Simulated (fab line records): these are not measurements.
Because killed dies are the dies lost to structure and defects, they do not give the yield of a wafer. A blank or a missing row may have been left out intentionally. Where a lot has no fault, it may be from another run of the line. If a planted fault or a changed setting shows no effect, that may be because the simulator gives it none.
Which tool is to blame? :: flow berkeley cmos170 :: 7 lots (21 wafers sampled), 1 step of a 331-step route

WHAT EACH GAUGE READ, for each wafer
UCB170_ACTIVE_THK_MEAS_06.
lot: L593
measured: day 5 14:35
on: film metro-01
ACTIVE_NITRIDE_THK (nm): 224.6 222.5 221.3

lot: L595
measured: day 5 14:39
on: film metro-01
ACTIVE_NITRIDE_THK (nm): 218.1 219.5 218.9

lot: L597
measured: day 6 04:51
on: film metro-01
ACTIVE_NITRIDE_THK (nm): 224.4 225.3 223.7

lot: L599
measured: day 6 19:03
on: film metro-01
ACTIVE_NITRIDE_THK (nm): 222.1 221.1 219.5

lot: L601
measured: day 7 09:02
on: film metro-01
ACTIVE_NITRIDE_THK (nm): 221.6 223.0 221.5

lot: L609
measured: day 8 22:51
on: film metro-01
ACTIVE_NITRIDE_THK (nm): 222.0 221.0 222.2

lot: L614
measured: day 10 06:59
on: film metro-04
ACTIVE_NITRIDE_THK (nm): 219.7 220.7 220.4

WHAT TOOL EACH LOT RAN ON (gives the tool, then ch and the chambers of the sampled wafers, and finally the start)
The record shows no process step preceding these readings.

THE ANSWER, worked out from the rows above alone
Rule: what is usual is taken from the lots themselves. Put in order of their means at a reading, lots are off if they are a third of the lots or fewer, leave a main group of 4 or more, and stand apart from it by a gap of 3 or more times the standard deviation of the main group's means; of several such gaps the widest counts. The tables above print the reading to a certain number of digits; a main group whose means all agree to those digits is not used. A lot without any number at a reading at which 4 lots or more have one is off too. Any other lot the step has rows for is counted as sound.
No lot is off at any reading shown: from this, nothing can be told.

WHAT THE SIMULATOR HAD PUT IN
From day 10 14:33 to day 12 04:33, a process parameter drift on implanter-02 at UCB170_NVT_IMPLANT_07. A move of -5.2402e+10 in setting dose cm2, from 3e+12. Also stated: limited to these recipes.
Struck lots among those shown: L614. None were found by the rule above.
